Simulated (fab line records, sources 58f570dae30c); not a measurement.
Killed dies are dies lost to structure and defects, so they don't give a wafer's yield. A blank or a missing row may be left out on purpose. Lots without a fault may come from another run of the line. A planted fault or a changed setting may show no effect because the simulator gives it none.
Which tool did it? | flow berkeley_cmos170 | 14 lots, 42 wafers sampled, at 4 steps of a route of 331

WHAT THE GAUGES READ, wafer by wafer
UCB170_M2_CD_MEAS_15: target cd 700 nm.
lot  | measured     | on        | cd_nm (nm)
L222 | day 8 00:02  | cd_sem-02 | 701.5 701.3 700.3
L224 | day 8 06:13  | cd_sem-01 | 700.9 701.4 701.2
L225 | day 8 11:06  | cd_sem-02 | 702.7 701.7 701.3
L227 | day 9 03:57  | cd_sem-02 | 700.1 700.6 700.1
L235 | day 9 23:52  | cd_sem-01 | 700.9 699.3 700.5
L232 | day 10 00:01 | cd_sem-02 | 700.7 699.5 699.2
L234 | day 10 00:15 | cd_sem-01 | 700.6 700.8 700.0
L233 | day 10 02:49 | cd_sem-01 | 699.6 700.3 701.0
L237 | day 10 14:06 | cd_sem-01 | 699.7 698.4 699.1
L239 | day 11 04:15 | cd_sem-01 | 699.3 697.7 699.8
L238 | day 11 03:50 | cd_sem-01 | 701.1 699.2 698.8
L243 | day 11 15:00 | cd_sem-02 | 700.9 701.1 701.3
L241 | day 11 15:04 | cd_sem-01 | 701.9 702.1 703.1
L245 | day 12 03:35 | cd_sem-02 | 701.8 702.0 702.3

UCB170_M2_CD_MEAS_90: target cd 700 nm.
lot  | measured     | on        | cd_nm (nm)
L222 | day 8 00:31  | cd_sem-02 | 706 705 705
L224 | day 8 06:43  | cd_sem-01 | 702 704 706
L225 | day 8 11:42  | cd_sem-02 | 704 704 701
L227 | day 9 04:26  | cd_sem-02 | 700 703 699
L235 | day 10 00:22 | cd_sem-01 | 704 699 705
L232 | day 10 00:30 | cd_sem-02 | 704 707 706
L234 | day 10 00:49 | cd_sem-01 | 699 699 697
L233 | day 10 03:18 | cd_sem-01 | 701 700 701
L237 | day 10 14:35 | cd_sem-02 | 704 702 701
L239 | day 11 04:48 | cd_sem-01 | 696 698 700
L238 | day 11 04:21 | cd_sem-01 | 707 704 704
L243 | day 11 15:29 | cd_sem-01 | 702 699 702
L241 | day 11 15:34 | cd_sem-02 | 705 707 704
L245 | day 12 04:04 | cd_sem-02 | 701 703 705

UCB170_M3_BOW_MEAS_20.
lot  | measured     | on            | M3_BOW (um)
L222 | day 8 06:35  | film_metro-01 | 21 29 32
L224 | day 8 15:08  | film_metro-01 | 29 30 32
L225 | day 8 19:23  | film_metro-04 | 57 45 42
L227 | day 9 09:59  | film_metro-02 | 33 41 49
L235 | day 10 06:50 | film_metro-04 | 50 41 44
L232 | day 10 07:05 | film_metro-01 | 30 31 39
L234 | day 10 07:23 | film_metro-02 | 30 29 40
L233 | day 10 09:31 | film_metro-01 | 22 30 44
L237 | day 10 21:22 | film_metro-04 | 43 23 34
L239 | day 11 12:20 | film_metro-04 | 27 38 38
L238 | day 11 11:16 | film_metro-02 | 38 42 34
L243 | day 11 22:57 | film_metro-01 | 37 41 41
L241 | day 11 22:31 | film_metro-01 | 29 32 24
L245 | day 12 10:35 | film_metro-02 | 34 25 42

WHICH TOOL RAN EACH LOT (tool, then ch and the chambers of the sampled wafers, then the start)
lot  | UCB170_M1_METAL_ETCH_12
L222 | rie_metal-01 ch 0,1, day 7 15:32
L224 | rie_metal-03 ch 1, day 7 18:19
L225 | rie_metal-03 ch 0,1, day 8 00:30
L227 | rie_metal-04 ch 0,1, day 8 16:52
L235 | rie_metal-04 ch 0,1, day 9 11:17
L232 | rie_metal-03 ch 0,1, day 9 12:35
L234 | rie_metal-04 ch 0,1, day 9 14:25
L233 | rie_metal-03 ch 0,1, day 9 19:28
L237 | rie_metal-04 ch 1, day 10 06:47
L239 | rie_metal-04 ch 0,1, day 10 18:25
L238 | rie_metal-01 ch 0, day 10 18:32
L243 | rie_metal-04 ch 0,1, day 11 05:57
L241 | rie_metal-01 ch 0,1, day 11 06:06
L245 | rie_metal-04 ch 0,1, day 11 20:50
- UCB170_M1_METAL_ETCH_12: etches Al in Cl2/BCl3, stops on PSG, target depth 780 nm, time 130 s.

WHAT THE TOOLS THEMSELVES READ (means of the sampled wafers that have a number; where no wafer has one, the mark that the record gives instead)
UCB170_M1_METAL_ETCH_12.
lot  | tool         | drypump_motor_current_A (A) | oes_product_au (a.u.) | rf_fwd_power_W (W) | throttle_valve_pct (%)
L222 | rie_metal-01 | 5.9                         | 0.848                 | 597.9              | 24.7
L224 | rie_metal-03 | 6.3                         | 0.869                 | 596.1              | 24.8
L225 | rie_metal-03 | 6.4                         | 0.863                 | 597.1              | 24.6
L227 | rie_metal-04 | 5.6                         | 0.843                 | 598.8              | 24.2
L235 | rie_metal-04 | 6.2                         | 0.844                 | 596.8              | 24.0
L232 | rie_metal-03 | 6.4                         | 0.854                 | 596.6              | 24.6
L234 | rie_metal-04 | 5.6                         | 0.842                 | 597.5              | 24.2
L233 | rie_metal-03 | 6.3                         | 0.864                 | 596.8              | 24.7
L237 | rie_metal-04 | 6.8                         | 0.860                 | 598.5              | 23.8
L239 | rie_metal-04 | 6.2                         | 0.851                 | 598.9              | 24.0
L238 | rie_metal-01 | 6.1                         | 0.850                 | 597.8              | 24.2
L243 | rie_metal-04 | 5.6                         | 0.835                 | 596.8              | 24.2
L241 | rie_metal-01 | 5.9                         | 0.858                 | 598.2              | 24.7
L245 | rie_metal-04 | 6.2                         | 0.848                 | 600.2              | 24.0

THE ANSWER, worked out from the rows above alone
Rule: what is usual is taken from the lots themselves. Put in order of their means at a reading, lots are off if they are a third of the lots or fewer, leave a main group of 4 or more, and stand apart from it by a gap of 3 or more times the standard deviation of the main group's means; of several such gaps the widest counts. A main group whose means are all the same, to the digits that the tables above print for the reading, isn't used. A lot without any number at a reading at which 4 lots or more have one is off too. The other lots that the step has rows for count as sound. The gauges are gone through in route order, then the tools' own readings, and for those a lot's mean is taken as printed above. The first step at which some lot is off is used, and at that step the reading that is off furthest; a lot without a number counts as furthest.
No lot is off at any reading shown: from this, nothing can be told.

WHAT THE SIMULATOR HAD PUT IN
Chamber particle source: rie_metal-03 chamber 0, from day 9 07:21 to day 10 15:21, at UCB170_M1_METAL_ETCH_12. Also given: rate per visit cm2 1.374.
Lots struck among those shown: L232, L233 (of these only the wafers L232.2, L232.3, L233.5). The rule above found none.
